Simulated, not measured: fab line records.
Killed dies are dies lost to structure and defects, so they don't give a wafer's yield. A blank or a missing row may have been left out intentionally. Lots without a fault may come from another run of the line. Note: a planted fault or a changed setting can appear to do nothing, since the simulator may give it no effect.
Problem report, 8D (eight disciplines) form, completed by code -- flow rit-cmos -- the parts of the form that need people (team, actions taken, sign-off) are left out

1. WHAT WENT WRONG
Mean GATE_OXIDE_THK at RIT_GATE_THK_MEAS_07: 4.02 nm over 6 wafers in 2 lots; fault-free wafers: 2.97 nm, standard deviation 0.058. That is +18 standard deviations from the usual mean.
Seen first at day 4 17:25 on film-metro-01, wafer L658.1. At this step, 42 wafers from 14 lots have a number in the record. Rule for "out", or "out of limits": more than 4 standard deviations from the usual mean. The other wafers with a number count as sound.

2. WHAT IT IS, AND WHAT IT ISN'T
question,is,is not
which readings at this step,GATE_OXIDE_THK,-
which lots,"L658, L662","L647, L649, L653, L654, L657, L664, L665, L666, L667, L668, L669, L670"
which wafers of those lots,all that have a number,-
read on which gauges,film-metro-01,"film-metro-02, film-metro-03"
when,from day 4 17:25,"up to then (15 sound wafers); but 21 sound wafers of L664, L665, L666, L667, L668, L669, L670 came after"

3. SUSPECTS, AND WHAT RULES EACH OUT
Counting: a tool at a process step up to the reading stays a suspect if it ran every lot that is out and no sound lot after the first of them.
- the gauge at RIT_GATE_THK_MEAS_07: kept. All the wafers that are out were read on film-metro-01, and no step on other tools shows them out.
- furnace-01 at RIT_GATE_OXIDATION_05 (target thk 3 nm, ox time 270 s): kept. Every lot that is out went through it, starting with L658 (day 4 15:03), and after that it ran no sound lot; the last sound lot it ran before then is L657 (day 4 11:04).
The count leaves film-metro-01 at RIT_GATE_THK_MEAS_07 and furnace-01 at RIT_GATE_OXIDATION_05.

4. THE CAUSE (what the simulator had put in)
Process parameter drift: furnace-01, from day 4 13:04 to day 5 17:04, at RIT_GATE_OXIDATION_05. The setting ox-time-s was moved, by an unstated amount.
2 suspects survive the count, and this tool is in that group.

5. SEQUENCE OF EFFECTS, ordered by route
Each row: a reading where the mean over the struck wafers with a number is more than 3 standard deviations away from the usual. Only readings whose record carries a usual standard deviation are examined. hours: median over the lots of the time between each lot's start at the first step of this table that gives one and its start at this step. sigmas: the change, counted in usual standard deviations.
hours,step,reading,usual,on struck wafers,change,sigmas
0,RIT_GATE_THK_MEAS_07,GATE_OXIDE_THK,2.97 nm,4.02,+1.05,+18

6. HOW IT WOULD HAVE BEEN CAUGHT EARLIER
Counted from the fault's start at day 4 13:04, it took 4 hours until the first out-of-limits reading at a measuring or inspecting step in this record, taken at day 4 17:25.
Tool readings at RIT_GATE_OXIDATION_05 with a usual standard deviation given in the record: none out on any struck wafer, hence no alarm at a limit of 4 standard deviations on them.
Among the 2 lots that are out, L662 began RIT_GATE_OXIDATION_05 on furnace-01 after day 4 17:25. It would have been spared by a hold on the tool at that moment.
